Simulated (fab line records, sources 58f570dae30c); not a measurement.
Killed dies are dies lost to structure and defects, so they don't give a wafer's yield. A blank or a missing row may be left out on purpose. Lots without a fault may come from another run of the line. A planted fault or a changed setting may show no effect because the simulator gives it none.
One fault seen from 2 desks | flow berkeley_cmos170 | each desk has only its own numbers; what lay behind them comes last

THE TOOL OWNER'S DESK: rie_diel-02
The tool's own readings at UCB170_NWELL_ETCH_13 (etches Si3N4 in CH3F/Ar/O2, stops on SiO2, target depth 246.4 nm, time 154 s): means of the sampled wafers that have a number, for each lot that ran on this tool. A lot is out of limits, marked OUT, if its mean lies more than 4 standard deviations from the usual mean; the brackets give that distance.
Columns: A = drypump_motor_current_A at UCB170_NWELL_ETCH_13, usual 5.74 A; B = oes_product_au at UCB170_NWELL_ETCH_13, usual 0.942 a.u.; C = throttle_valve_pct at UCB170_NWELL_ETCH_13, usual 8.03 %
lot  | first seen here | A    | B     | C
L161 | day 2 10:18     | 5.61 | 0.940 | 7.98
L181 | day 6 18:03     | 5.74 | 0.890 | 7.96
This desk's finding: nothing out of limits on any of the 2 lots.

THE METROLOGY DESK
What the gauges read, lot by lot, whatever tool the lot ran on: means of the sampled wafers that have a number. A lot is out of limits, marked OUT, if its mean lies more than 4 standard deviations from the usual mean; the brackets give that distance.
Columns: A = NWELL_OXIDE_THK at UCB170_NWELL_THK_MEAS_02, usual 26.6 nm; B = NWELL_NITRIDE_THK at UCB170_NWELL_THK_MEAS_05, usual 223.3 nm; C = NWELL_OVL at UCB170_NWELL_OVL_MEAS_12, usual 1 nm; D = NWELL_TW at UCB170_NWELL_TW_MEAS_16, usual 1251
lot  | first seen here | A    | B     | C  | D
L161 | day 2 04:19     | 27.1 | 221.4 | 2  | 1257
L165 | day 2 22:08     | 26.2 | 221.5 | 4  | 1252
L167 | day 3 08:48     | 26.4 | 219.8 | 1  | 1243
L181 | day 6 08:03     | 26.6 | 223.8 | 13 | 1262
L183 | day 6 18:38     | 26.7 | 223.3 | 11 | 1257
This desk's finding: nothing out of limits on any of the 5 lots.

PUT TOGETHER
The tool owner's desk saw nothing out of limits.
The metrology desk saw nothing out of limits.

WHAT THE SIMULATOR HAD PUT IN
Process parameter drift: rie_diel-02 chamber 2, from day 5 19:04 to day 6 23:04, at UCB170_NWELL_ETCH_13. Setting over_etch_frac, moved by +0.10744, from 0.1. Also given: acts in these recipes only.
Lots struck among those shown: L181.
